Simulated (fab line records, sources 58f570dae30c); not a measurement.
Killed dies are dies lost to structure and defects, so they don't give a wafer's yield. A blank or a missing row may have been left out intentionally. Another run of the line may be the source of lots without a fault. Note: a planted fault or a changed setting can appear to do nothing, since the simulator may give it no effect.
fab line records | flow berkeleyCmos170
record: lots: 6 wafers: 18 lastDay: 13
route steps=331 shown M1@244 V1@254
lots that met no fault: from a run of the same line without faults
startH: the number of hours between the record's first day and the start of the first shown wafer of the lot | waitH: hours from the lot's prior step to this one | " repeats the value in the row above | L1.1+2: several wafers, shown together as one row | - no value present, or no start provided | * or withheld: withheld | < > ~ a bound
route shown NAME@n: NAME is a module with steps in the file, n the number in the route of the first one | usual: the fault-free wafers' mean and standard deviation | same: alike in all rows | chamber/n: place in a boat | sites: each site's reading | _std_site: the values' standard deviation | _edge_site: outer sites' mean less inner sites' | radiusMm: for every site, how far away it sits from the centre of the wafer | mask NAME#n: copy n | behind: the last tool/chamber to shape the wafer | hold: the reason the lot was held/the length of the hold in hours/how it ended | device: whichever transistor did not switch (one of n, p or np) | end of line: the same wafers' tests at the end of the route | a step given without rows: its recipe and nothing more | killed: the dies lost at the first sort to structure and to defects; this is not the yield of the wafer | map: the dies of a wafer, with x for killed, . for not killed, _ for no die there
set.NAME: setting as actually run; set.NAME@STEP: the setting as run at that earlier step | model.NAME: the simulator's own value behind a step, which no gauge read
lots seen at some steps along the route; tables by step, rows by wafer
services: the hour from which a tool's chamber was out of use, counted from the record's first day as startH (under 0 if before that day), plus the number of hours and why
== steps ==
step: UCB170_M1_EXPOSE_06
recipe: maskId: METAL1 targetCdNm: 700 na: 0.5 sigmaOuter: 0.6 sourceShape: conventional doseMj: 21
step: UCB170_M1_PEB_07
recipe: pebTempC: 130 pebTimeS: withheld resist: KrF
step: UCB170_M1_DEVELOP_08
recipe: developer: TMAH developTimeS: 45 resist: KrF devTempC: 21
step: UCB170_M1_CD_MEAS_09
recipe: targetCdNm: 700
usual: cdNm: 700.2/1.2
columns lot.wafer tool chamber startH waitH cdNm
L342.2 cdSem-02 - 186.17 - 699.7
L342.3 " - " " 702.5
L342.5 " - " " 700.4
L343.1 cdSem-01 - 187.60 - 701.3
L343.2 " - " " 699.7
L343.6 " - " " 700.4
L354.2 cdSem-02 - 244.56 - 702.9
L354.3 " - " " 701.5
L354.4 " - " " 701.9
L356.1 cdSem-01 - 263.76 - 698.6
L356.5 " - " " 699.6
L356.6 " - " " 698.8
L360.1 cdSem-01 - 278.35 - 700.0
L360.5 " - " " 700.6
L360.6 " - " " 701.3
L361.1 cdSem-02 - 288.44 - 699.9
L361.2 " - " " 699.1
L361.6 " - " " 700.4
step: UCB170_M1_OVL_MEAS_10
usual: M1_OVL: 3/6.7
columns lot.wafer tool chamber startH waitH M1_OVL[nm]
L342.2 overlay-01 - 186.27 0.1 -2
L342.3 " - " " -8
L342.5 " - " " -12
L343.1 overlay-02 - 187.72 0.1 5
L343.2 " - " " -4
L343.6 " - " " -2
L354.2 overlay-01 - 244.66 0.1 8
L354.3 " - " " -2
L354.4 " - " " 5
L356.1 overlay-01 - 263.88 0.1 11
L356.5 " - " " 10
L356.6 " - " " 4
L360.1 overlay-01 - 278.47 0.1 12
L360.5 " - " " 13
L360.6 " - " " 6
L361.1 overlay-01 - 288.56 0.1 -5
L361.2 " - " " -1
L361.6 " - " " -4
step: UCB170_M1_ETCH_11
recipe: chemistry: N2/H2 targetDepthA: withheld overetchA: withheld target: BARC timeS: withheld sourceW: 500 biasW: 100 pressureMtorr: 30 n2FlowSccm: 100 h2FlowSccm: 200
usual: biasW: 99.99/0.29 chamberPressureMTorr: 29.996/0.028 drypumpMotorCurrentA: 5.9/0.38 oesProductAu: 1.009/0.022 throttleValvePct: 13.31/0.22
columns lot.wafer tool chamber startH waitH biasW chamberPressureMTorr drypumpMotorCurrentA oesProductAu throttleValvePct
L342.2 rieDiel-04 2 186.30 0.0 100.26 29.987 6.4 0.995 13.17
L342.3 " 1 " " 100.29 30.009 6.0 1.008 13.14
L342.5 " 0 " " 100.57 29.988 5.7 1.010 13.26
L343.1 rieDiel-04 1 187.75 0.0 99.57 30.028 6.0 1.006 13.15
L343.2 " 2 " " 100.41 30.039 6.4 0.992 13.18
L343.6 " 2 " " 100.20 30.023 6.4 0.998 13.17
L354.2 rieDiel-02 1 244.69 0.0 100.40 30.016 5.5 1.043 13.45
L354.3 " 2 " " 99.94 29.990 5.8 0.994 13.04
L354.4 " 0 " " 100.00 30.032 6.1 1.044 13.67
L356.1 rieDiel-04 2 263.91 0.0 99.82 29.963 6.4 0.985 13.16
L356.5 " 1 " " 100.01 30.009 6.0 0.996 13.13
L356.6 " 2 " " 99.97 29.981 6.4 0.987 13.17
L360.1 rieDiel-04 3 278.51 0.0 99.49 30.010 5.5 1.028 13.71
L360.5 " 1 " " 99.83 30.035 6.0 1.016 13.14
L360.6 " 0 " " 100.10 29.992 5.7 1.012 13.28
L361.1 rieDiel-01 0 288.59 0.0 100.08 29.962 6.7 1.064 13.26
L361.2 " 3 " " 99.52 29.969 5.4 1.005 13.31
L361.6 " 3 " " 100.61 30.014 5.4 0.997 13.29
step: UCB170_M1_METAL_ETCH_12
recipe: chemistry: Cl2/BCl3 target: Al stopOn: PSG pressureMtorr: 12 targetDepthA: 7800 overEtchFrac: 0.3 timeS: 130 icpW: 600 biasW: 120 Cl2_flow_sccm: 90 bcl3FlowSccm: 45
usual: biasW: 120.0/0.34 chamberPressureMTorr: 11.999/0.011 drypumpMotorCurrentA: 5.5/0.58 oesProductAu: 0.851/0.016 throttleValvePct: 24.43/0.072
columns lot.wafer tool chamber startH waitH biasW chamberPressureMTorr drypumpMotorCurrentA oesProductAu rfHoursCounterH throttleValvePct
L342.2 rieMetal-01 1 186.34 - 119.4 12.000 5.0 0.851 8 24.32
L342.3 " 1 " " 120.0 11.991 5.0 0.839 - 24.31
L342.5 " 1 " " 120.6 11.978 5.0 0.842 - 24.30
L343.1 rieMetal-03 1 187.79 - 119.9 12.003 6.6 0.841 4 24.54
L343.2 " 0 " " 120.3 11.992 5.0 0.839 7 24.47
L343.6 " 1 " " 120.2 11.986 6.6 0.842 - 24.56
L354.2 rieMetal-01 0 244.74 - 119.7 11.994 5.6 0.867 3 24.44
L354.3 " 1 " " 119.5 12.004 5.1 0.847 - 24.31
L354.4 " 0 " " 120.5 12.003 5.6 0.862 - 24.40
L356.1 rieMetal-04 0 263.95 - 119.9 11.992 5.4 0.880 2 24.46
L356.5 " 1 " " 119.7 12.011 5.4 0.825 - 24.38
L356.6 " 0 " " 120.1 12.014 5.5 0.876 - 24.45
L360.1 rieMetal-03 1 278.55 - 120.5 11.983 6.5 0.847 6 24.55
L360.5 " 1 " " 119.9 12.013 6.5 0.850 - 24.53
L360.6 " 0 " " 119.9 12.011 4.9 0.846 - 24.47
L361.1 rieMetal-01 0 288.63 - 120.5 12.009 5.6 0.874 4 24.40
L361.2 " 1 " " 120.3 11.981 5.0 0.840 10 24.30
L361.6 " 1 " " 120.1 12.020 5.0 0.861 - 24.32
step: UCB170_M1_STRIP_13
recipe: chemistry: O2 powerW: 400 pressureMtorr: 3500 platenTempC: withheld o2FlowSccm: 400 overashFraction: 0.5
usual: chamberPressureMTorr: 3500/3.2 drypumpMotorCurrentA: 5.72/0.25 oesProductAu: 0.721/0.0044
columns lot.wafer tool chamber startH waitH chamberPressureMTorr drypumpMotorCurrentA oesProductAu rfHoursCounterH
L342.2 plasmaAsher-04 0 186.48 0.1 3495 5.20 0.720 48
L342.3 " 1 " " 3494 5.84 0.718 -
L342.5 " 1 " " 3499 5.86 0.716 -
L343.1 plasmaAsher-04 0 187.93 0.1 3504 5.20 0.721 48
L343.2 " 1 " " 3499 5.86 0.722 48
L343.6 " 0 " " 3501 5.19 0.728 -
L354.2 plasmaAsher-01 1 244.91 0.1 3494 5.88 0.726 54
L354.3 " 0 " " 3501 5.90 0.719 -
L354.4 " 1 " " 3504 5.91 0.715 -
L356.1 plasmaAsher-01 0 264.09 0.1 3503 5.88 0.713 56
L356.5 " 1 " " 3498 5.91 0.726 -
L356.6 " 0 " " 3498 5.87 0.724 -
L360.1 plasmaAsher-01 1 278.68 0.1 3502 5.86 0.714 58
L360.5 " 1 " " 3496 5.87 0.720 -
L360.6 " 0 " " 3497 5.88 0.718 -
L361.1 plasmaAsher-04 1 288.77 0.1 3506 5.83 0.723 58
L361.2 " 0 " " 3502 5.18 0.724 58
L361.6 " 0 " " 3503 5.20 0.719 -
step: UCB170_M1_CD_MEAS_90
recipe: targetCdNm: 700
usual: cdNm: 700.4/2.3
columns lot.wafer tool chamber startH waitH cdNm
L342.2 cdSem-01 - 186.60 0.1 699.3
L342.3 " - " " 699.8
L342.5 " - " " 700.4
L343.1 cdSem-01 - 188.11 0.2 704.2
L343.2 " - " " 700.7
L343.6 " - " " 701.8
L354.2 cdSem-01 - 245.03 0.1 700.5
L354.3 " - " " 698.3
L354.4 " - " " 700.1
L356.1 cdSem-01 - 264.19 0.1 698.6
L356.5 " - " " 698.2
L356.6 " - " " 698.5
L360.1 cdSem-02 - 278.78 0.1 703.2
L360.5 " - " " 700.7
L360.6 " - " " 702.1
L361.1 cdSem-02 - 288.87 0.1 698.6
L361.2 " - " " 699.2
L361.6 " - " " 701.2
step: UCB170_M1_ANNEAL_14
recipe: tempC: 400 timeS: 1223 ambient: formingGas
step: UCB170_V1_CVD_00
recipe: material: SiO2 targetThkNm: 2000 tempC: 390 precursor: TEOS/O2 timeS: 250 rfW: 550 pressureMtorr: 9000
usual: heaterPowerW: 241/66
columns lot.wafer tool chamber startH waitH heaterPowerW
L342.2 pecvd-01 0 188.03 0.0 237
L342.3 " 2 " " 233
L342.5 " 1 " " 110
L343.1 pecvd-03 1 189.57 0.0 329
L343.2 " 0 " " 281
L343.6 " 1 " " 231
L354.2 pecvd-01 2 247.51 0.0 223
L354.3 " 0 " " 266
L354.4 " 0 " " 211
L356.1 pecvd-04 1 265.64 0.0 221
L356.5 " 1 " " 275
L356.6 " 0 " " 291
L360.1 pecvd-03 2 280.23 0.0 248
L360.5 " 1 " " 239
L360.6 " 0 " " 222
L361.1 pecvd-03 0 290.32 0.0 297
L361.2 " 2 " " 311
L361.6 " 0 " " 227
step: UCB170_V1_THK_MEAS_01
recipe: reads: SiO2_of_V1_CVD_00
usual: V1_TEOS_THK: 1999/26
columns lot.wafer tool chamber startH waitH V1_TEOS_THK[nm]
L342.2 filmMetro-04 - 188.20 0.1 1997
L342.3 " - " " 1990
L342.5 " - " " 1979
L343.1 filmMetro-03 - 189.72 0.1 1977
L343.2 " - " " 2014
L343.6 " - " " 2019
L354.2 filmMetro-03 - 247.68 0.1 1995
L354.3 " - " " 2001
L354.4 " - " " 2017
L356.1 filmMetro-04 - 265.80 0.1 2012
L356.5 " - " " 2008
L356.6 " - " " 1993
L360.1 filmMetro-03 - 280.39 0.1 2022
L360.5 " - " " 2028
L360.6 " - " " 2028
L361.1 filmMetro-01 - 290.48 0.1 2004
L361.2 " - " " 2002
L361.6 " - " " 2010
step: UCB170_V1_CMP_02
recipe: material: SiO2 downForcePsi: 6 platenRpm: 60 padVelocityMS: 0.75398
usual: motorCurrentA: 16.8/1.3 platenRpm: 59.99/0.039
columns lot.wafer tool chamber startH waitH motorCurrentA platenRpm
L342.2 cmp-01 3 188.25 0.0 17.1 60.05
L342.3 " 0 " " 15.1 59.97
L342.5 " 0 " " 14.7 60.04
L343.2 cmp-02 3 189.78 0.0 17.3 59.99
L343.1 " 1 " " 15.1 59.89
L343.6 " 3 " " 18.2 59.98
L354.4 cmp-01 2 247.73 0.0 17.0 45.00
L354.3 " 3 " " 16.7 44.95
L354.2 " 0 " " 15.1 44.97
L356.1 cmp-01 1 265.91 0.1 15.7 45.01
L356.6 " 0 " " 14.4 44.97
L356.5 " 1 " " 15.7 44.98
L360.1 cmp-02 1 280.60 0.2 16.2 59.98
L360.6 " 2 " " 17.9 60.00
L360.5 " 3 " " 16.5 59.98
L361.2 cmp-02 0 290.54 0.0 17.6 60.01
L361.1 " 1 " " 16.5 59.97
L361.6 " 0 " " 17.4 60.01
step: UCB170_V1_BOW_MEAS_03
recipe: mode: bow
usual: V1_BOW: 19/6.6
columns lot.wafer tool chamber startH waitH V1_BOW[um]
L342.2 filmMetro-03 - 188.57 0.3 27
L342.3 " - " " 25
L342.5 " - " " 26
L343.1 filmMetro-03 - 190.08 0.1 16
L343.2 " - " " 19
L343.6 " - " " 15
L354.2 filmMetro-01 - 248.05 0.2 10
L354.3 " - " " 25
L354.4 " - " " 21
L356.1 filmMetro-01 - 266.16 0.2 22
L356.5 " - " " 26
L356.6 " - " " 9
L360.1 filmMetro-04 - 280.75 0.1 15
L360.5 " - " " 22
L360.6 " - " " 20
L361.1 filmMetro-04 - 290.84 0.2 9
L361.2 " - " " 13
L361.6 " - " " 20
== services ==
columns tool chamber startH hours kind
cmp-02 - 166.19 0.6 repair
rieMetal-04 - 166.79 2.8 pm
rieMetal-03 - 167.15 1.6 repair
rieDiel-02 3 169.34 1.6 repair
pecvd-04 - 170.63 6.0 pm
rieMetal-01 - 190.60 2.8 pm
pecvd-01 1 195.32 25.0 repair
cmp-02 - 201.65 12.8 repair
pecvd-01 0 202.04 17.7 repair
pecvd-01 - 204.51 1.9 repair
rieDiel-04 2 206.53 3.4 repair
rieDiel-04 0 210.94 25.6 repair
rieDiel-01 1 212.68 2.6 repair
plasmaAsher-01 - 218.85 1.7 repair
plasmaAsher-04 - 224.19 13.4 repair
rieMetal-01 - 224.33 14.6 pm
rieDiel-01 1 224.83 2.5 repair
cmp-01 - 232.00 4.0 pm
cmp-02 - 233.21 0.3 repair
cmp-01 - 236.40 2.2 repair
pecvd-04 - 242.50 14.0 pm
plasmaAsher-04 - 248.66 2.8 pm
rieDiel-04 1 280.39 5.5 repair
cmp-02 - 289.55 0.9 repair
== key ==
firstSign: step: UCB170_V1_CMP_02 reading: platenRpm direction: down sigmas: 99+ usual: 59.99 struck: 44.98
effect none on later readings
metAt UCB170_V1_CMP_02
struckWafers L354.2,L354.3,L354.4,L356.1,L356.5,L356.6
onsetBetween 188.25 247.73
fault: kind: processParameterDrift tool: cmp-01 chamber: - onsetH: 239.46 steps: UCB170_V1_CMP_02 channel: platenRpm offset: -15 shape: step endH: 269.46 actsIn: theseRecipesOnly stated: 60
